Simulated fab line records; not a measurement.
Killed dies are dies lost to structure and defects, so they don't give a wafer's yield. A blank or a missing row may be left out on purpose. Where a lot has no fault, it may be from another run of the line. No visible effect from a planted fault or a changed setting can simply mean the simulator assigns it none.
fab line records | flow rit-cmos
record: lots: 5 | wafers: 14 | last-day: 7
route steps=202 shown M1@184
lots with no fault: from the same line, run without faults
start-h: hours from the record's first day to the start of the lot's first wafer shown | wait-h: hours elapsed since this lot's preceding step | " repeats the value in the row above | L1.1+2: a single row standing in for several wafers | - no value, or no start given | * or withheld: withheld | < > ~ a bound
route shown NAME@n: a module of which the file shows steps, and the number in the route of the first | usual: the fault-free wafers' mean and standard deviation | same: alike in all rows | chamber/n: place in a boat | sites: readings site by site | _std_site: the values' standard deviation | _edge_site: the outer-site mean with the inner-site mean subtracted | radius-mm: how far each site lies from the wafer's centre | mask NAME#n: copy n | behind: the tool/chamber that last shaped the wafer | hold: cause of the lot's hold/its duration in hours/its outcome | device: whichever transistor did not switch (one of n, p or np) | end of line: tests of these same wafers at the route's end | step lacking rows: just its recipe | killed: not the wafer's yield, but the dies lost to structure and defects at the first sort | map: dies across one wafer; x = killed, . = not, _ = none there
set.NAME: the setting as run; set.NAME@STEP: as run at that earlier step | model.NAME: the simulator's own value behind a step, which no gauge read
lots seen at some steps along the route; tables by step, rows by wafer
services: when a tool's chamber went out of use (start-h, in hours from the record's first day, below 0 if earlier), for how many hours, and the reason
== steps ==
step: RIT_M1_SPUTTER_00
recipe: material: Al | target-thk-nm: 400 | power-w: 2000 | chamber-pressure-pa: 0.4195 | gas: Ar | time-s: 500 | substrate-temp-c: 25
usual: throttle-valve-pct: 30.4/1
lot.wafer | tool           | chamber | start-h | wait-h | throttle-valve-pct
L202.1    | pvd-sputter-03 | -       | 64.85   | 0.0    | 31.0
L202.2    | "              | -       | "       | "      | 28.9
L202.5    | "              | -       | "       | "      | 32.1
L209.3    | pvd-sputter-02 | -       | 102.85  | 0.0    | 30.8
L209.5    | "              | -       | "       | "      | 30.7
L209.6    | "              | -       | "       | "      | 30.9
L210.4    | pvd-sputter-03 | -       | 105.66  | 0.0    | 28.8
L210.5    | "              | -       | "       | "      | 31.9
L210.6    | "              | -       | "       | "      | 31.0
L215.1    | pvd-sputter-02 | -       | 128.35  | 0.0    | 30.8
L215.4    | "              | -       | "       | "      | 30.6
L215.6    | "              | -       | "       | "      | 31.0
L220.2    | pvd-sputter-03 | -       | 160.05  | 0.0    | 28.9
L220.3    | "              | -       | "       | "      | 30.7
step: RIT_M1_RS_MEAS_01
recipe: thk-meas-gauge: four-point-probe | reads: Al_of_M1_SPUTTER_00
usual: M1_AL_RS: 0.0751/0.0011
lot.wafer | tool          | chamber | start-h | wait-h | M1_AL_RS[ohm/sq]
L202.1    | film-metro-01 | -       | 65.14   | 0.1    | 0.0748
L202.2    | "             | -       | "       | "      | 0.0757
L202.5    | "             | -       | "       | "      | 0.0762
L209.3    | film-metro-01 | -       | 103.18  | 0.2    | 0.0735
L209.5    | "             | -       | "       | "      | 0.0729
L209.6    | "             | -       | "       | "      | 0.0741
L210.4    | film-metro-01 | -       | 106.01  | 0.2    | 0.0757
L210.5    | "             | -       | "       | "      | 0.0766
L210.6    | "             | -       | "       | "      | 0.0760
L215.1    | film-metro-02 | -       | 128.65  | 0.1    | 0.0741
L215.4    | "             | -       | "       | "      | 0.0762
L215.6    | "             | -       | "       | "      | 0.0749
L220.2    | film-metro-03 | -       | 160.36  | 0.2    | 0.0757
L220.3    | "             | -       | "       | "      | 0.0760
step: RIT_M1_THK_MEAS_02
recipe: thk-meas-gauge: xrf | reads: Al_of_M1_SPUTTER_00
usual: M1_AL_THK: 393/6.1
lot.wafer | tool          | chamber | start-h | wait-h | M1_AL_THK[nm]
L202.1    | film-metro-01 | -       | 65.26   | 0.1    | 395
L202.2    | "             | -       | "       | "      | 392
L202.5    | "             | -       | "       | "      | 391
L209.3    | film-metro-01 | -       | 103.28  | 0.1    | 402
L209.5    | "             | -       | "       | "      | 405
L209.6    | "             | -       | "       | "      | 399
L210.4    | film-metro-01 | -       | 106.10  | 0.1    | 390
L210.5    | "             | -       | "       | "      | 387
L210.6    | "             | -       | "       | "      | 389
L215.1    | film-metro-02 | -       | 128.77  | 0.1    | 393
L215.4    | "             | -       | "       | "      | 385
L215.6    | "             | -       | "       | "      | 392
L220.2    | film-metro-03 | -       | 160.47  | 0.1    | 391
L220.3    | "             | -       | "       | "      | 390
step: RIT_M1_HMDS_03
recipe: prime-time-s: 60 | prime-temp-c: 140
step: RIT_M1_COAT_04
recipe: resist: NOVOLAK | spin-rpm: 2000 | resist-thk-nm: 1300
step: RIT_M1_SOFTBAKE_05
recipe: resist: NOVOLAK | temp-c: 90 | time-s: 60
step: RIT_M1_EXPOSE_06
recipe: mask-id: M12 | na: 0.6 | source-shape: conventional | sigma-outer: 0.5 | target-cd-nm: 2600 | dose-mj: 250
step: RIT_M1_PEB_07
recipe: resist: NOVOLAK | temp-c: withheld | time-s: withheld
step: RIT_M1_DEVELOP_08
recipe: resist: NOVOLAK | develop-time-s: 68 | dev-temp-c: 23
step: RIT_M1_CD_MEAS_09
recipe: target-cd-nm: 2600
usual: cd-nm: 2599.9/2.6
lot.wafer | tool      | chamber | start-h | wait-h | cd-nm
L202.1    | cd-sem-01 | -       | 66.20   | -      | 2604.5
L202.2    | "         | -       | "       | "      | 2606.3
L202.5    | "         | -       | "       | "      | 2607.6
L209.3    | cd-sem-01 | -       | 104.24  | -      | 2605.0
L209.5    | "         | -       | "       | "      | 2604.5
L209.6    | "         | -       | "       | "      | 2606.1
L210.4    | cd-sem-01 | -       | 107.21  | -      | 2596.9
L210.5    | "         | -       | "       | "      | 2596.0
L210.6    | "         | -       | "       | "      | 2598.3
L215.1    | cd-sem-01 | -       | 129.83  | -      | 2602.2
L215.4    | "         | -       | "       | "      | 2601.3
L215.6    | "         | -       | "       | "      | 2601.0
L220.2    | cd-sem-02 | -       | 161.42  | -      | 2597.6
L220.3    | "         | -       | "       | "      | 2598.6
step: RIT_M1_OVL_MEAS_10
usual: M1_OVL: -0.5/1.1
lot.wafer | tool       | chamber | start-h | wait-h | M1_OVL[nm]
L202.1    | overlay-01 | -       | 66.32   | 0.1    | 0.7
L202.2    | "          | -       | "       | "      | -0.3
L202.5    | "          | -       | "       | "      | -0.8
L209.3    | overlay-02 | -       | 104.33  | 0.1    | -0.5
L209.5    | "          | -       | "       | "      | -0.4
L209.6    | "          | -       | "       | "      | 1.6
L210.4    | overlay-01 | -       | 107.29  | 0.1    | -0.6
L210.5    | "          | -       | "       | "      | -0.2
L210.6    | "          | -       | "       | "      | -1.8
L215.1    | overlay-02 | -       | 129.95  | 0.1    | -0.6
L215.4    | "          | -       | "       | "      | -0.6
L215.6    | "          | -       | "       | "      | -1.1
L220.2    | overlay-01 | -       | 161.53  | 0.1    | 1.2
L220.3    | "          | -       | "       | "      | -0.6
step: RIT_M1_HARDBAKE_11
recipe: resist: NOVOLAK | temp-c: 139 | time-s: 120
step: RIT_M1_METAL_ETCH_12
recipe: stop-on: SiO2 | chemistry: Cl2/BCl3 | target: Al | time-s: 165 | over-etch-frac: 0.5 | pressure-mtorr: 100 | target-depth-a: 6000 | rf-w: 250 | Cl2_flow_sccm: 60 | bcl3-flow-sccm: 50
usual: drypump-motor-current-A: 6.30/0.24 | oes-product-au: 0.769/0.01 | rf-fwd-power-W: 248.9/0.76 | throttle-valve-pct: 8.25/0.094
lot.wafer | tool         | chamber | start-h | wait-h | drypump-motor-current-A | oes-product-au | rf-fwd-power-W | rf-hours-counter-h | throttle-valve-pct | model.NOVOLAK_of_M1_COAT_04.thk-nm | model.M1.feature-depth-nm | model.SiO2_of_CONTACT_CVD_00.thk-nm
L202.1    | rie-metal-02 | 0       | 66.61   | 0.2    | 6.61                    | 0.775          | 249.5          | 37                 | 8.15               | 807.8                              | 426.7                     | 365.8
L202.2    | "            | 1       | "       | "      | 6.06                    | 0.757          | 249.2          | 36                 | 8.27               | 805.7                              | 422.6                     | 362.9
L202.5    | "            | 1       | "       | "      | 6.06                    | 0.760          | 248.4          | -                  | 8.27               | 804.7                              | 419.7                     | 371.1
L209.3    | rie-metal-01 | 1       | 104.66  | 0.2    | 6.34                    | 0.773          | 249.2          | -                  | 8.37               | 803.4                              | 434.7                     | 353.6
L209.5    | "            | 1       | "       | "      | 6.34                    | 0.775          | 250.1          | -                  | 8.36               | 802.9                              | 437.2                     | 363.5
L209.6    | "            | 0       | "       | "      | 6.63                    | 0.774          | 248.8          | -                  | 8.35               | 820.4                              | 429.9                     | 370.5
L210.4    | rie-metal-03 | 0       | 107.61  | 0.1    | 6.21                    | 0.753          | 249.2          | -                  | 8.13               | 809.5                              | 421.6                     | 370.3
L210.5    | "            | 0       | "       | "      | 6.22                    | 0.755          | 249.0          | -                  | 8.12               | 808.6                              | 417.3                     | 367
L210.6    | "            | 1       | "       | "      | 6.02                    | 0.770          | 247.9          | -                  | 8.22               | 795.6                              | 422                       | 364.5
L215.1    | rie-metal-01 | 1       | 130.24  | 0.2    | 6.34                    | 0.775          | 249.2          | 1                  | 8.38               | 803.7                              | 430.8                     | 355.8
L215.4    | "            | 1       | "       | "      | 6.34                    | 0.762          | 249.6          | -                  | 8.38               | 811.9                              | 420.7                     | 357.8
L215.6    | "            | 0       | "       | "      | 6.63                    | 0.772          | 249.6          | -                  | 8.34               | 818.2                              | 424.6                     | 362
L220.2    | rie-metal-03 | 1       | 161.81  | 0.2    | 6.00                    | 0.768          | 247.2          | 6                  | 8.20               | 901.9                              | 412.2                     | 363.6
L220.3    | "            | 1       | "       | "      | 6.05                    | 0.770          | 247.9          | -                  | 8.22               | 901.4                              | 411.8                     | 360
step: RIT_M1_STRIP_13
recipe: chemistry: nmp | resist: NOVOLAK | temp-c: 80 | time-s: 600 | dry: n2-spin
step: RIT_M1_PROBE_99
usual: defect-limited-yield: 97.4/1.1 | killed-at-contacts: 0.0/0.22 | killed-at-front-end: 6.9/3 | killed-dies: 6.9/3 | killed-open: 3.5/2 | killed-short: 3.4/2.1 | sort_bin_3_pad_short: 0.1/0.23 | sort_bin_5_function: 1.5/0.85 | sort_bin_6_memory: 1.0/0.59 | sort-n-pass: 257.1/3 | sort-yield-pct: 97.4/1.1
same: gross-dies: 264 | killed_at_M0_to_M3: 0 | killed_at_M4_up: 0 | killed-at-back-side: 0 | killed-at-other: 0
lot.wafer | tool      | chamber | start-h | wait-h | defect-limited-yield[%] | killed-at-contacts | killed-at-front-end | killed-dies | killed-open | killed-short | sort_bin_3_pad_short[%] | sort_bin_5_function[%] | sort_bin_6_memory[%] | sort-n-pass | sort-yield-pct[%]
L202.1    | prober-01 | -       | 69.63   | 0.1    | 98.5                    | 0                  | 4                   | 4           | 2           | 2            | 0.4                     | 1.1                    | 0                    | 260.0       | 98.5
L202.2    | prober-01 | -       | 69.68   | 0.1    | 98.9                    | 0                  | 3                   | 3           | 1           | 2            | 0                       | 0                      | 1.1                  | 261.0       | 98.9
L202.5    | prober-01 | -       | 69.83   | 0.2    | 98.1                    | 0                  | 5                   | 5           | 3           | 2            | 0                       | 0.8                    | 1.1                  | 259.0       | 98.1
L209.3    | prober-02 | -       | 106.96  | 0.2    | 97.3                    | 0                  | 7                   | 7           | 4           | 3            | 0                       | 1.5                    | 1.1                  | 257.0       | 97.3
L209.5    | prober-02 | -       | 107.06  | 0.2    | 98.1                    | 0                  | 5                   | 5           | 2           | 3            | 0.4                     | 0.8                    | 0.8                  | 259.0       | 98.1
L209.6    | prober-02 | -       | 107.11  | 0.2    | 98.5                    | 0                  | 4                   | 4           | 3           | 1            | 0                       | 0.4                    | 1.1                  | 260.0       | 98.5
L210.4    | prober-01 | -       | 110.63  | 0.2    | 94.7                    | 1                  | 13                  | 14          | 8           | 6            | 0.4                     | 3.0                    | 1.9                  | 250.0       | 94.7
L210.5    | prober-01 | -       | 110.68  | 0.2    | 97.7                    | 0                  | 6                   | 6           | 4           | 2            | 0                       | 1.5                    | 0.8                  | 258.0       | 97.7
L210.6    | prober-01 | -       | 110.73  | 0.2    | 97.0                    | 0                  | 8                   | 8           | 3           | 5            | 0.4                     | 1.5                    | 1.1                  | 256.0       | 97.0
L215.1    | prober-02 | -       | 132.49  | 0.1    | 98.9                    | 0                  | 3                   | 3           | 0           | 3            | 0                       | 0.4                    | 0.8                  | 261.0       | 98.9
L215.4    | prober-02 | -       | 132.64  | 0.2    | 97.7                    | 0                  | 6                   | 6           | 2           | 4            | 0                       | 1.5                    | 0.8                  | 258.0       | 97.7
L215.6    | prober-02 | -       | 132.74  | 0.2    | 97.7                    | 0                  | 6                   | 6           | 5           | 1            | 0.4                     | 0.8                    | 1.1                  | 258.0       | 97.7
L220.2    | prober-01 | -       | 164.11  | 0.1    | 97.0                    | 1                  | 7                   | 8           | 5           | 3            | 0                       | 1.9                    | 1.1                  | 256.0       | 97.0
L220.3    | prober-01 | -       | 164.16  | 0.2    | 97.3                    | 0                  | 7                   | 7           | 5           | 2            | 0                       | 1.1                    | 1.5                  | 257.0       | 97.3
killed by level:class
L202.1 GATE:geometric-particle:open=1 GATE:geometric-particle:short=1 REOX:geometric-particle:open=1 SILICIDE:geometric-particle:short=1
L202.2 FOX2:geometric-particle:short=1 REOX:geometric-particle:short=1 SPACER:geometric-particle:open=1
L202.5 ACTIVE:geometric-particle:open=1 FOX1:geometric-particle:short=1 GATE:geometric-particle:short=1 GATE:geometric-particle:open=1 SILICIDE:geometric-particle:open=1
L209.3 FOX1:geometric-particle:open=2 GATE:geometric-particle:short=2 FOX1:geometric-particle:short=1 GATE:geometric-particle:open=1 SPACER:geometric-particle:open=1
L209.5 FOX1:geometric-particle:short=3 REOX:geometric-particle:open=1 SILICIDE:geometric-particle:open=1
L209.6 FOX1:geometric-particle:open=1 FOX1:geometric-particle:short=1 GATE:geometric-particle:open=1 SPACER:geometric-particle:open=1
L210.4 SILICIDE:geometric-particle:open=4 FOX1:geometric-particle:short=3 GATE:geometric-particle:open=2 FOX1:geometric-particle:open=1 REOX:geometric-particle:short=1 SPACER:geometric-particle:open=1 SILICIDE:geometric-particle:short=1 CONTACT:geometric-particle:short=1
L210.5 GATE:geometric-particle:open=3 FOX1:geometric-particle:open=1 GATE:geometric-particle:short=1 SILICIDE:geometric-particle:short=1
L210.6 GATE:geometric-particle:open=2 FOX1:geometric-particle:short=1 FOX1:geometric-particle:open=1 GATE:geometric-particle:short=1 REOX:geometric-particle:short=1 SPACER:geometric-particle:short=1 SILICIDE:geometric-particle:short=1
L215.1 FOX2:geometric-particle:short=1 REOX:geometric-particle:short=1 SPACER:geometric-particle:short=1
L215.4 REOX:geometric-particle:short=2 FOX1:geometric-particle:short=1 GATE:geometric-particle:short=1 GATE:geometric-particle:open=1 REOX:geometric-particle:open=1
L215.6 SILICIDE:geometric-particle:open=3 FOX2:geometric-particle:open=1 GATE:geometric-particle:open=1 REOX:geometric-particle:short=1
L220.2 GATE:geometric-particle:short=2 GATE:geometric-particle:open=2 FOX1:geometric-particle:open=1 SPACER:geometric-particle:short=1 SPACER:geometric-particle:open=1 CONTACT:geometric-particle:open=1
L220.3 GATE:geometric-particle:open=2 SILICIDE:geometric-particle:open=2 GATE:geometric-particle:short=1 SPACER:geometric-particle:open=1 SILICIDE:geometric-particle:short=1
== services ==
tool           | chamber | start-h | hours | kind
rie-metal-02   | 0       | 52.67   | 13.4  | repair
rie-metal-03   | -       | 68.85   | 1.4   | pm
rie-metal-03   | 0       | 87.60   | 15.7  | repair
pvd-sputter-02 | -       | 91.07   | 1.3   | repair
rie-metal-01   | 1       | 91.55   | 7.0   | repair
rie-metal-02   | -       | 136.12  | 20.0  | pm
rie-metal-02   | 0       | 136.12  | 20.0  | vent-cycle
rie-metal-02   | 1       | 136.12  | 20.0  | vent-cycle
rie-metal-02   | 0       | 156.12  | -     | clean
rie-metal-02   | 1       | 156.12  | -     | clean
rie-metal-03   | -       | 157.43  | 2.0   | repair
rie-metal-01   | -       | 157.60  | 2.8   | pm
== key ==
first-sign none at tools or gauges
model-effect: step: RIT_M1_METAL_ETCH_12 | value: NOVOLAK_of_M1_COAT_04.thk-nm | without: 800.9 | struck: 901.7
met-at RIT_M1_METAL_ETCH_12
struck-wafers L220.2,L220.3
onset-between 107.61 161.81
also-fits time
fault: kind: process-parameter-drift | tool: rie-metal-03 | chamber: 1 | onset-h: 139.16 | steps: RIT_M1_METAL_ETCH_12 | channel: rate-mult | offset: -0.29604 | shape: step | end-h: 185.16
